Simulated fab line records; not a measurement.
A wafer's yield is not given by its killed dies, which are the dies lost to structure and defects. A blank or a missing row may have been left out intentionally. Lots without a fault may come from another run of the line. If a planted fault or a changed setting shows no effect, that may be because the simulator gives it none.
Matching of chambers	flow berkeley-cmos170	4 sister chambers for UCB170_V2_CMP_02 on cmp-01
The step polishes SiO2. 4 wafers are shown with their chamber, then 7 later ones without.

== EACH WAFER AND ITS CHAMBER ==
wafer	chamber	motor-current-A (A)
L928.2	3	19.4
L928.6	2	15.3
L931.3	0	17.8
L931.4	1	15.4

== WAFERS MISSING THEIR CHAMBER ==
wafer	motor-current-A (A)
L931.5	21.0
L940.2	15.3
L940.4	17.1
L940.6	16.7
L942.2	15.4
L942.5	20.1
L942.6	17.0

== WHICH CHAMBER EACH WENT THROUGH ==
wafer	from the rows above	in truth
L931.5	can't be placed: 3 or 0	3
L940.2	can't be placed: 2 or 1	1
L940.4	can't be placed: 0 or 1 or 2 or 3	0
L940.6	can't be placed: 0 or 1 or 2 or 3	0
L942.2	can't be placed: 1 or 2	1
L942.5	can't be placed: 3 or 0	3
L942.6	can't be placed: 0 or 1 or 2 or 3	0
Correct placement for 0 of the 7. These rows do not allow placing 7 (true chamber among the candidates in 7). Number placed wrongly: 0.
How it was worked out, from the rows above alone: a wafer's distance from a chamber is the root of the sum, over the readings, of the square of ((its reading less the chamber's mean) divided by the reading's scatter). The wafer belongs to the nearest chamber; if the next one is less than 2 further off, it can't be placed. For every chamber, the mean is computed from those of its wafers that are shown. The scatter (one wafer shown for each chamber): square how far every hidden wafer sits from the nearest shown wafer, average those squares and take the square root.
